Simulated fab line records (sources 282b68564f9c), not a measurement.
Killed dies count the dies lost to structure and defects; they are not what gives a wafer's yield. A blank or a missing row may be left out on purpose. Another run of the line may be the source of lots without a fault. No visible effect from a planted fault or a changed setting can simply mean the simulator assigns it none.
A struck lot beside a sound one    flow rit-cmos    14 steps out of a route of 202
Sound: wafers L224.1, L224.4, L224.5. The struck wafers were L235.1, L235.2, L235.4. At the end, the cause is stated.
Per side, at each step with rows, come the tool, then ch with its chambers, and then its first start. Under that, the readings that differ: sound wafers    struck wafers    difference of the means    sigmas: that difference in standard deviations of wafers without a fault.
alike: words and numbers the same on both sides, and readings whose means are apart by under 2 such deviations; not compared: readings that were withheld, readings missing a value for some wafer, numbers with overlapping values and no deviation given by the record, and bounds like >300 which may hide the same value.
Wherever a step has rows on one side only, a row that says differs or no value, or a row with sigmas, the two part there. Numbers that have no deviation but don't overlap get no sigmas and don't part them. Lack of a reading on every wafer of one side parts them only where that side has two or more wafers.

first, 1 step without rows for these wafers: RIT_SILICIDE_WET_ETCH_00 (etches SiO2 in BOE, target depth 14 nm, time 15 s).
RIT_SILICIDE_SPUTTER_01: material Ti, target thk 30 nm, time 240 s.
  struck on pvd-sputter-03, day 6 01:03; sound on pvd-sputter-01, day 3 19:15
  alike: throttle-valve-pct
RIT_SILICIDE_RS_MEAS_02: uses a four-point probe to measure.
  struck on film-metro-03, day 6 01:12; sound on film-metro-03, day 3 19:24
  alike: SILICIDE_TI_RS
RIT_SILICIDE_THK_MEAS_03: measures by xrf.
  struck on film-metro-03, day 6 01:19; sound on film-metro-03, day 3 19:31
  alike: SILICIDE_TI_THK
RIT_SILICIDE_RTA_04: time 10 s, ramp up 5 s, ramp down 5 s.
  sound on rtp-anneal-01 ch 0, day 3 19:35; struck on rtp-anneal-02 ch 0, day 6 01:23
  alike: chamber-o2-ppm, wafer_temp_C_max
then, 1 step without rows for these wafers: RIT_SILICIDE_WET_ETCH_05 (etches Ti in SPM, time 120 s).
RIT_SILICIDE_RTA_06: time 9.653 s, ramp up 5 s, ramp down 10 s.
  sound on rtp-anneal-02 ch 0, day 3 19:42; struck on rtp-anneal-01 ch 0, day 6 01:29
  alike: chamber-o2-ppm, wafer_temp_C_max
RIT_CONTACT_CVD_00: deposits SiO2 from TEOS, target thk 400 nm, time 61 s.
  sound on pecvd-03 ch 0,1, day 3 19:46; struck on pecvd-04 ch 0,1, day 6 01:34
  alike: heater-power-w
RIT_CONTACT_THK_MEAS_01:
  struck on film-metro-01, day 6 01:37; sound on film-metro-01, day 3 19:49
  alike: CONTACT_TEOS_THK
then, 3 steps without rows for these wafers: RIT_CONTACT_HMDS_02 (prime time 60 s); RIT_CONTACT_COAT_03 (resist thk 1000 nm); RIT_CONTACT_SOFTBAKE_04 (time 60 s).
RIT_CONTACT_EXPOSE_05: exposes mask M11, target cd 1000 nm.
  sound on iline-stepper-02 ch 0, day 3 20:19; struck on iline-stepper-02, day 6 02:15
  no value came back on the struck wafers for exposure-dose-mJ-cm2, focus-offset-nm (nm), reticle-temp-C (C); on the sound wafers exposure-dose-mJ-cm2 reads 247.03 247.10 247.13
  alike: mask
after that, 1 step had no rows for these wafers: RIT_CONTACT_PEB_06.

## WHERE THEY PART
Only at RIT_CONTACT_EXPOSE_05, within this record.

WHY: what had been put in by the simulator
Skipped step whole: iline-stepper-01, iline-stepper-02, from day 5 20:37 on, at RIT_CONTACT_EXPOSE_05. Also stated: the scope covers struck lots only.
